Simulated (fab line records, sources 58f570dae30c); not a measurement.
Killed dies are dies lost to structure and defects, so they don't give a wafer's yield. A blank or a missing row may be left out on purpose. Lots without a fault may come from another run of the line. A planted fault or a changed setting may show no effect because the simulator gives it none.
Which tool did it? | flow berkeley_cmos170 | 7 lots, 21 wafers sampled, at 3 steps of a route of 331

WHAT THE GAUGES READ, wafer by wafer
UCB170_NLDD_TW_MEAS_11.
lot  | measured     | on            | NLDD_TW
L562 | day 7 22:38  | film_metro-03 | 2237 2248 2235
L563 | day 8 11:22  | film_metro-02 | 2262 2260 2259
L567 | day 9 09:36  | film_metro-02 | 2247 2245 2246
L570 | day 9 15:57  | film_metro-03 | 2218 2233 2229
L574 | day 10 17:05 | film_metro-01 | 2085 2087 2088
L577 | day 11 02:17 | film_metro-03 | 2076 2081 2076
L582 | day 12 12:26 | film_metro-01 | 2233 2231 2241

WHICH TOOL RAN EACH LOT (tool, then ch and the chambers of the sampled wafers, then the start)
lot  | UCB170_PLDD_STRIP_10                 | UCB170_NLDD_IMPLANT_08
L562 | plasma_asher-04 ch 0,1, day 7 20:52  | implanter-03 ch 0, day 7 22:16
L563 | plasma_asher-03 ch 0,1, day 8 08:11  | implanter-01 ch 0, day 8 10:58
L567 | plasma_asher-02 ch 0,1, day 9 07:25  | implanter-01 ch 0, day 9 09:12
L570 | plasma_asher-03 ch 0,1, day 9 14:13  | implanter-01 ch 0, day 9 15:34
L574 | plasma_asher-03 ch 0,1, day 10 15:21 | implanter-03 ch 0, day 10 16:43
L577 | plasma_asher-02 ch 0,1, day 10 23:46 | implanter-03 ch 0, day 11 01:53
L582 | plasma_asher-03 ch 0,1, day 12 10:02 | implanter-02 ch 0, day 12 12:04
- UCB170_PLDD_STRIP_10: strips in O2.
- UCB170_NLDD_IMPLANT_08

THE ANSWER, worked out from the rows above alone
Rule: what is usual is taken from the lots themselves. Put in order of their means at a reading, lots are off if they are a third of the lots or fewer, leave a main group of 4 or more, and stand apart from it by a gap of 3 or more times the standard deviation of the main group's means; of several such gaps the widest counts. A main group whose means are all the same, to the digits that the tables above print for the reading, isn't used. A lot without any number at a reading at which 4 lots or more have one is off too. The other lots that the step has rows for count as sound.
Off: L574, L577, at UCB170_NLDD_TW_MEAS_11 (NLDD_TW). The main group: mean 2242, standard deviation 11.
A tool fits if, at a process step before that reading, it ran every lot that is off, and no sound lot after the first of them. The gauges at UCB170_NLDD_TW_MEAS_11 are tried like those tools. One fits: implanter-03 at UCB170_NLDD_IMPLANT_08. Its last sound lot is L562 (day 7 22:16), its first lot that is off L574 (day 10 16:43): a fault that began between those two fits.

WHAT THE SIMULATOR HAD PUT IN
Process parameter drift: implanter-03, from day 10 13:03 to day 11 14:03, at UCB170_NLDD_IMPLANT_08. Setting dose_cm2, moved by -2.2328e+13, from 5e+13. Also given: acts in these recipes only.
Lots struck among those shown: L574, L577. The rule above found the same.
